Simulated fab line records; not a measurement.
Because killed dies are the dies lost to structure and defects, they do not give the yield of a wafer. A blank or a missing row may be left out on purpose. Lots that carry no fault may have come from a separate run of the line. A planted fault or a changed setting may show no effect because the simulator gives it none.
Which tool is to blame? -- flow berkeley_cmos170 -- 18 wafers from 6 lots sampled at 2 of the route's 331 steps

## WHAT THE GAUGES SHOWED, per wafer
UCB170_SPACER_THK_MEAS_01.
lot,measured,on,SPACER_TEOS_THK (nm)
L408,day 6 20:04,film_metro-02,370 370 371
L413,day 7 14:32,film_metro-02,381 376 380
L416,day 7 21:23,film_metro-03,371 377 374
L423,day 9 11:52,film_metro-02,373 380 380
L427,day 10 16:37,film_metro-03,369 375 368
L429,day 10 17:01,film_metro-02,374 373 378

## WHICH TOOL RAN EACH LOT (tool, then ch and the chambers of the sampled wafers, then the start)
lot,UCB170_SPACER_CVD_00
L408,"pecvd-02 ch 0,1, day 6 20:01"
L413,"pecvd-02 ch 0,1,2, day 7 14:29"
L416,"pecvd-02 ch 0,1, day 7 21:21"
L423,"pecvd-03 ch 0,1,2, day 9 11:49"
L427,"pecvd-03 ch 0,1,2, day 10 16:34"
L429,"pecvd-03 ch 0,1,2, day 10 16:58"
- UCB170_SPACER_CVD_00: deposits SiO2 from TEOS/O2, target thk 376 nm, time 47 s.

## THE ANSWER, worked out from the rows above alone
Rule: the lots themselves supply what counts as usual. Put in order of their means at a reading, lots are off if they are a third of the lots or fewer, leave a main group of 4 or more, and stand apart from it by a gap of 3 or more times the standard deviation of the main group's means; of several such gaps the widest counts. A main group whose means are all the same, to the digits that the tables above print for the reading, isn't used. A lot without any number at a reading at which 4 lots or more have one is off too. The other lots that the step has rows for count as sound.
No lot is off on any of the readings shown, so nothing can be concluded from this.

## WHAT HAD BEEN PUT IN BY THE SIMULATOR
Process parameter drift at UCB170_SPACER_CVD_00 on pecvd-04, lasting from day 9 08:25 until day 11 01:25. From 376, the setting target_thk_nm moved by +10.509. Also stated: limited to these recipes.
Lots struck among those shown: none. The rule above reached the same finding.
